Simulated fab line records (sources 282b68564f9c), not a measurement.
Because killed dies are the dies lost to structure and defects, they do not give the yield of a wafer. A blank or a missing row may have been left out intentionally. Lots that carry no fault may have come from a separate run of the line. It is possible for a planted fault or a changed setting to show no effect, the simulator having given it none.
A lot that was struck, set against a sound lot | flow ritCmos | 44 steps out of a route of 202
Sound: wafers L342.1, L342.2, L342.4. Struck: wafers L335.1, L335.3, L335.6. The cause comes at the end.
Per side, at each step with rows, come the tool, then ch with its chambers, and then its first start. Under that, the readings that differ: sound wafers | struck wafers | difference of the means | sigmas: that difference in standard deviations of wafers without a fault.
alike: a reading whose means differ by less than 2 such deviations, as well as words and numbers matching on both sides. not compared: withheld readings; readings where some wafer has no value; bounds like >300 that might hide an equal value; numbers whose values overlap and for which the record gives no deviation.
The two part at a step that has a row with sigmas, a row that says differs or no value, or rows on one side only. When numbers do not overlap yet have no deviation, they are printed without sigmas and do not part them. A reading missing from all wafers of one side parts the sides only when that side holds two or more wafers.

first, 3 steps without rows for these wafers: RIT_REOX_CLEAN_01 (cleans in dHF, time 30 s); RIT_REOX_CLEAN_02 (cleans in SC2, time 600 s); RIT_REOX_OXIDATION_03 (target thk 25.2 nm, ox time 5580 s).
RIT_REOX_THK_MEAS_04:
  sound on filmMetro-03 at day 5 15:05; struck on filmMetro-02 at day 4 03:28
reading             | sound          | struck         | difference | sigmas
REOX_OXIDE_THK (nm) | 23.8 24.0 24.4 | 25.8 25.8 25.9 | +1.8       | +4
then, 6 steps without rows for these wafers: RIT_NLDD_HMDS_00 (prime time 60 s); RIT_NLDD_COAT_01 (resist thk 1000 nm); RIT_NLDD_SOFTBAKE_02 (time 60 s); RIT_NLDD_EXPOSE_03 (exposes mask M7, target cd 40700 nm); RIT_NLDD_PEB_04; RIT_NLDD_DEVELOP_05 (develop time 50 s).
RIT_NLDD_OVL_MEAS_06:
  sound on overlay-01 at day 5 16:05; struck on overlay-02 at day 4 04:35
  alike: NLDD_OVL
then, 1 step without rows for these wafers: RIT_NLDD_HARDBAKE_07 (time 60 s).
RIT_NLDD_IMPLANT_08:
  sound on implanter-04 ch 0, day 5 16:17; struck on implanter-03 ch 0, day 4 04:46
  alike: doseIonsCm2
RIT_NLDD_STRIP_09: strips in O2, time 180 s.
  sound on plasmaAsher-04 ch 0,1, day 5 16:26; struck on plasmaAsher-01 ch 0,1, day 4 04:55
  alike: drypumpMotorCurrentA
  not compared: rfHoursCounterH
RIT_NLDD_TW_MEAS_10:
  sound on filmMetro-02 at day 5 16:36; struck on filmMetro-01 at day 4 05:05
reading | sound          | struck         | difference | sigmas
NLDD_TW | 2511 2483 2500 | 2464 2481 2425 | -41        | -3
then, 6 steps without rows for these wafers: RIT_PLDD_HMDS_00 (prime time 60 s); RIT_PLDD_COAT_01 (resist thk 1000 nm); RIT_PLDD_SOFTBAKE_02 (time 60 s); RIT_PLDD_EXPOSE_03 (exposes mask M8, target cd 40900 nm); RIT_PLDD_PEB_04; RIT_PLDD_DEVELOP_05 (develop time 50 s).
RIT_PLDD_OVL_MEAS_06:
  sound on overlay-01 at day 5 17:31; struck on overlay-02 at day 4 06:08
  alike: PLDD_OVL
then, 2 steps without rows for these wafers: RIT_PLDD_HARDBAKE_07 (time 60 s); RIT_PLDD_IMPLANT_08.
RIT_PLDD_STRIP_09: strips in O2, time 180 s.
  sound on plasmaAsher-04 ch 0,1, day 5 17:51; struck on plasmaAsher-01 ch 0,1, day 4 06:28
  alike: drypumpMotorCurrentA
  not compared: rfHoursCounterH
RIT_PLDD_TW_MEAS_10:
  sound on filmMetro-01 at day 5 18:01; struck on filmMetro-02 at day 4 06:38
  alike: PLDD_TW
then, 4 steps without rows for these wafers: RIT_SPACER_CLEAN_00 (cleans in SC1, time 600 s); RIT_SPACER_CLEAN_01 (cleans in dHF, time 30 s); RIT_SPACER_CLEAN_02 (cleans in SC2, time 600 s); RIT_SPACER_CVD_03 (deposits Si3N4 from SiH2Cl2/NH3, target thk 250 nm, time 3300 s).
RIT_SPACER_THK_MEAS_04:
  sound on filmMetro-01 at day 5 20:22; struck on filmMetro-01 at day 4 08:59
  alike: SPACER_NITRIDE_THK
RIT_SPACER_ETCHBACK_05: etches Si3N4 in SF6/CHF3, stops on SiO2, target depth 250 nm, time 240 s.
  sound on rieDiel-04 ch 1,3, day 5 20:26; struck on rieDiel-02 ch 0,3, day 4 09:02
reading              | sound             | struck            | difference | sigmas
throttleValvePct (%) | 10.14 10.19 10.19 | 10.44 10.45 10.44 | +0.27      | +2
  alike: drypumpMotorCurrentA, oesProductAu
  not compared: rfHoursCounterH
then, 6 steps without rows for these wafers: RIT_NSD_HMDS_00 (prime time 60 s); RIT_NSD_COAT_01 (resist thk 1000 nm); RIT_NSD_SOFTBAKE_02 (time 60 s); RIT_NSD_EXPOSE_03 (exposes mask M9, target cd 40700 nm); RIT_NSD_PEB_04; RIT_NSD_DEVELOP_05 (develop time 50 s).
RIT_NSD_OVL_MEAS_06:
  sound on overlay-01 at day 5 21:25; struck on overlay-01 at day 4 10:02
  alike: NSD_OVL
then, 2 steps without rows for these wafers: RIT_NSD_HARDBAKE_07 (time 60 s); RIT_NSD_IMPLANT_08.
RIT_NSD_STRIP_09: strips in O2, time 180 s.
  sound on plasmaAsher-03 ch 0,1, day 5 21:46; struck on plasmaAsher-02 ch 0,1, day 4 10:23
  alike: drypumpMotorCurrentA
  not compared: rfHoursCounterH
RIT_SDANNEAL_RS_MEAS_07: the measuring method here is four-point-probe.
  sound on filmMetro-02 at day 6 00:20; struck on filmMetro-04 at day 4 13:00
reading          | sound             | struck | difference                    | sigmas
NLDD_RS (ohm/sq) | 151.1 151.7 151.1 | - - -  | no value on the struck wafers | 
RIT_M1_PROBE_99:
  sound on prober-02 at day 6 07:27; struck on prober-01 at day 4 20:23
reading                          | sound             | struck          | difference | sigmas
killed_at_M0_to_M3               | 0 1 0             | 0 0 0           | +0         | -2
model.etest.nmosTurned.driveUaUm | 353.6 354.9 344.6 | 424 424.6 454.1 | +83        | 
model.etest.nmos_0p3.rOnOhmUm    | 2148 2125 2115    | 2169 2175 2160  | +39        | 
model.etest.nmos_0p15.rOnOhmUm   | 1094 1068 1064    | 1150 1147 1131  | +67        | 
  alike: killedAtContacts, killedAtFrontEnd, killedDies, killedOpen, killedShort
  not compared: model.etest.nmos_0p15.driveUaUm, model.etest.nmos_0p15.swingMvDec, model.etest.nmos_0p15.offLog10AUm, model.etest.retroEdgeNmos.offLog10AUm, model.etest.ring.quietLog10A

== WHERE THEY PART ==
At RIT_REOX_THK_MEAS_04 first; at RIT_M1_PROBE_99 last (within this record only).

WHY: what the simulator had put in
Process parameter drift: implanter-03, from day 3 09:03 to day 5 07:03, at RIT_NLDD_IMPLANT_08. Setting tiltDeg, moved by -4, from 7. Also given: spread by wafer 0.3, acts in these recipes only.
